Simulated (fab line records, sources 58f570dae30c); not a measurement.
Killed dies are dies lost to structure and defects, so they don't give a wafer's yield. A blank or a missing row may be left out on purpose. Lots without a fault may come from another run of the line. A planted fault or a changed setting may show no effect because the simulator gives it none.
fab line records | flow berkeley_cmos170
record lots=5 wafers=23
route steps=331 shown V2@306 M3@319
start_h: hours from the record's first day to the start of the lot's first wafer shown | wait_h: hours since the lot's step before | " the same as in the row above | L1.1+2: a row that stands for several wafers | - no value, or no start given | * or withheld: withheld | < > ~ a bound
route shown NAME@n: a module of which the file shows steps, and the number in the route of the first | usual: mean/standard deviation of fault-free wafers | same: alike in all rows | chamber/n: place in a boat | sites: the reading at each site | _std_site: their standard deviation | _edge_site: outer sites' mean less inner sites' | radius_mm: how far each site lies from the wafer's centre | mask NAME#n: copy n | behind: the tool/chamber that last shaped the wafer | hold: why the lot was held/for how many hours/how that ended | device: the transistor (n, p or np) that didn't switch | end of line: the same wafers' tests at the end of the route | a step without rows: its recipe alone | killed: dies lost to structure and defects at the first sort, not the wafer's yield | map: a wafer's dies, x killed, . not, _ none there
set.NAME: the setting as run; set.NAME@STEP: as run at that earlier step | model.NAME: the simulator's own value behind a step, which no gauge read
lots whose settings were changed on purpose; a table a step, a row a wafer
## steps
# step UCB170_V2_ETCH_14
# recipe chemistry=CHF3/CF4/Ar target=SiO2 stop_on=Al CHF3_flow_sccm=45 cf4_flow_sccm=15 Ar_flow_sccm=150 pressure_mtorr=200 rf_w=700 target_depth_a=12500 over_etch_frac=0.25 time_s=291
# columns lot.wafer tool chamber start_h wait_h set.time_s model.KrF_of_V2_COAT_07.thk_nm
L074.1 rie_diel-02 0 188.38 0.0 291 603.8
L074.2 " 3 " " 291 605.7
L074.4 " 1 " " 315.4 578.6
L074.5 " 3 " " 315.4 579.2
L074.6 " 2 " " 291 606.2
L077.1 rie_diel-04 2 208.78 0.0 291 608.2
L077.2 " 1 " " 291 606
L077.4 " 2 " " 291 608.5
L077.5 " 0 " " 291 612.4
L077.6 " 1 " " 291 605.6
L079.2 rie_diel-02 0 210.31 0.0 291 608.7
L079.5 " 3 " " 291 609.4
L079.6 " 2 " " 291 614.3
L083.1 rie_diel-02 0 242.92 0.0 291 613.2
L083.2+4 " 3,2 " " 291 613.6
L083.3 " 1 " " 291 612
L083.5 " 1 " " 291 612.3
L082.2 rie_diel-02 3 245.55 0.0 291 612.3
L082.3 " 2 " " 291 607.9
L082.4 " 1 " " 291 614.1
L082.5 " 2 " " 250.5 650
L082.6 " 1 " " 250.5 644.9
# step UCB170_V2_STRIP_15
# recipe chemistry=O2 power_w=400 pressure_mtorr=3500 platen_temp_c=withheld o2_flow_sccm=400 overash_fraction=0.5
# usual strip_time_to_endpoint_s=15.28/0.086
# columns lot.wafer tool chamber start_h wait_h set.time_s@V2_ETCH_14 strip_time_to_endpoint_s
L074.1 plasma_asher-01 1 188.56 0.1 291 15.17
L074.2 " 0 " " 291 15.19
L074.4 " 0 " " 315.4 14.57
L074.5 " 0 " " 315.4 14.58
L074.6 " 1 " " 291 15.22
L077.1 plasma_asher-01 1 208.96 0.1 291 15.25
L077.2 " 0 " " 291 15.20
L077.4 " 0 " " 291 15.30
L077.5 " 0 " " 291 15.36
L077.6 " 1 " " 291 15.19
L079.2 plasma_asher-04 0 210.49 0.1 291 15.28
L079.5 " 1 " " 291 15.30
L079.6 " 0 " " 291 15.41
L083.1 plasma_asher-03 1 243.10 0.1 291 15.39
L083.2 " 0 " " 291 15.41
L083.3 " 0 " " 291 15.37
L083.4 " 1 " " 291 15.40
L083.5 " 0 " " 291 15.35
L082.2 plasma_asher-01 1 245.73 0.1 291 15.37
L082.3 " 0 " " 291 15.27
L082.4 " 1 " " 291 15.41
L082.5 " 0 " " 250.5 16.20
L082.6 " 1 " " 250.5 16.05
# step UCB170_M3_COAT_10
# recipe resist=KrF spin_rpm=1500 resist_thk_nm=900
# columns lot.wafer tool chamber start_h wait_h set.resist_thk_nm model.KrF_of_M3_COAT_10.thk_nm
L074.1 litho_track-04 0 - - 900 902.1
L074.2 " 0 " " 918.9 918.2
L074.4 " 0 " " 900 898.9
L074.5 " 0 " " 900 901
L074.6 " 0 " " 918.9 920
L077.1 litho_track-03 0 - - 900 899
L077.2 " 0 " " 916.5 913.9
L077.4 " 0 " " 900 899.6
L077.5 " 0 " " 900 897.5
L077.6 " 0 " " 916.5 915.5
L079.2 litho_track-03 0 - - 900 896.3
L079.5 " 0 " " 900 897.3
L079.6 " 0 " " 900 895.3
L083.1 litho_track-01 0 - - 858.7 858.6
L083.2 " 0 " " 858.7 858.3
L083.3 " 0 " " 900 897.9
L083.4 " 0 " " 900 899.3
L083.5 " 0 " " 858.7 858
L082.2 litho_track-04 0 - - 900 902.5
L082.3 " 0 " " 859.9 864.6
L082.4 " 0 " " 859.9 862.6
L082.5 " 0 " " 900 900.2
L082.6 " 0 " " 900 903.5
# step UCB170_M3_ETCH_17
# recipe chemistry=N2/H2 target_depth_a=withheld overetch_a=withheld target=BARC time_s=withheld source_w=500 bias_w=100 pressure_mtorr=30 n2_flow_sccm=100 h2_flow_sccm=200
# columns lot.wafer tool chamber start_h wait_h set.bias_w
L074.1+2+5 rie_diel-04 1,0,0 190.99 0.0 100
L074.4+6 " 3,1 " " 94.06
L077.1+2+5 rie_diel-04 1,0,0 211.70 0.0 100
L077.4+6 " 1,2 " " 108.6
L079.2+5+6 rie_diel-03 3,1,2 213.36 0.0 100
L083.1+2+3+4+5 rie_diel-01 2,3,1,0,1 245.96 0.0 100
L082.2+3 rie_diel-01 2,1 249.45 0.0 100
L082.4+5+6 " 0,2,3 " " 90.87
# step UCB170_M3_METAL_ETCH_18
# recipe chemistry=Cl2/BCl3 target=Al stop_on=SiO2 pressure_mtorr=11.69 target_depth_a=11700 over_etch_frac=0.3 time_s=195 icp_w=600 bias_w=120 Cl2_flow_sccm=90 bcl3_flow_sccm=45
# columns lot.wafer tool chamber start_h wait_h set.resist_thk_nm@M3_COAT_10 model.KrF_of_M3_COAT_10.thk_nm
L074.1 rie_metal-03 0 191.03 - 900 214.9
L074.2 " 1 " " 918.9 238
L074.4 " 0 " " 900 212.6
L074.5 " 1 " " 900 218.7
L074.6 " 0 " " 918.9 235.3
L077.1 rie_metal-01 0 211.75 - 900 202.9
L077.2 " 1 " " 916.5 239.2
L077.4 " 0 " " 900 202.1
L077.5 " 1 " " 900 218.6
L077.6 " 0 " " 916.5 221.6
L079.2 rie_metal-03 0 213.40 - 900 222
L079.5 " 0 " " 900 216.4
L079.6 " 1 " " 900 215.7
L083.1 rie_metal-04 1 246.01 - 858.7 160.9
L083.2 " 0 " " 858.7 165.3
L083.3 " 1 " " 900 200.2
L083.4 " 0 " " 900 216.8
L083.5 " 0 " " 858.7 172
L082.2 rie_metal-01 0 249.49 - 900 203.9
L082.3 " 0 " " 859.9 164.6
L082.4 " 1 " " 859.9 185.4
L082.5 " 0 " " 900 203.4
L082.6 " 1 " " 900 227.3
# step UCB170_M3_STRIP_19
# recipe chemistry=O2 power_w=400 pressure_mtorr=3500 platen_temp_c=withheld o2_flow_sccm=400 overash_fraction=0.5
# usual oes_product_au=0.541/0.011
# columns lot.wafer tool chamber start_h wait_h set.resist_thk_nm@M3_COAT_10 oes_product_au
L074.1 plasma_asher-04 1 191.22 0.1 900 0.545
L074.2 " 0 " " 918.9 0.572
L074.4 " 1 " " 900 0.541
L074.5 " 0 " " 900 0.548
L074.6 " 1 " " 918.9 0.560
L077.1 plasma_asher-03 1 211.93 0.1 900 0.534
L077.2 " 0 " " 916.5 0.574
L077.4 " 0 " " 900 0.534
L077.5 " 1 " " 900 0.548
L077.6 " 0 " " 916.5 0.564
L079.2 plasma_asher-04 1 213.59 0.1 900 0.550
L079.5 " 0 " " 900 0.546
L079.6 " 1 " " 900 0.554
L083.1 plasma_asher-02 1 246.19 0.1 858.7 0.491
L083.2 " 0 " " 858.7 0.499
L083.3 " 0 " " 900 0.531
L083.4 " 1 " " 900 0.554
L083.5 " 1 " " 858.7 0.501
L082.2 plasma_asher-03 1 249.68 0.1 900 0.533
L082.3 " 1 " " 859.9 0.491
L082.4 " 0 " " 859.9 0.515
L082.5 " 1 " " 900 0.526
L082.6 " 0 " " 900 0.564
## key
split step=UCB170_V2_ETCH_14 setting=time_s stated=291 by=wafer
response step=UCB170_V2_ETCH_14 reading=model.KrF_of_V2_COAT_07.thk_nm change=-2.74 per=1% r=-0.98
response step=UCB170_V2_STRIP_15 reading=strip_time_to_endpoint_s change=* per=1% r=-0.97
split step=UCB170_M3_COAT_10 setting=resist_thk_nm stated=900 by=wafer
response step=UCB170_M3_COAT_10 reading=model.KrF_of_M3_COAT_10.thk_nm change=+8.72 per=1% r=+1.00
response step=UCB170_M3_METAL_ETCH_18 reading=model.KrF_of_M3_COAT_10.thk_nm change=+9.11 per=1% r=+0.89
response step=UCB170_M3_STRIP_19 reading=oes_product_au change=+0.00986 per=1% r=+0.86
split step=UCB170_M3_ETCH_17 setting=bias_w stated=100 by=wafer
response none clear
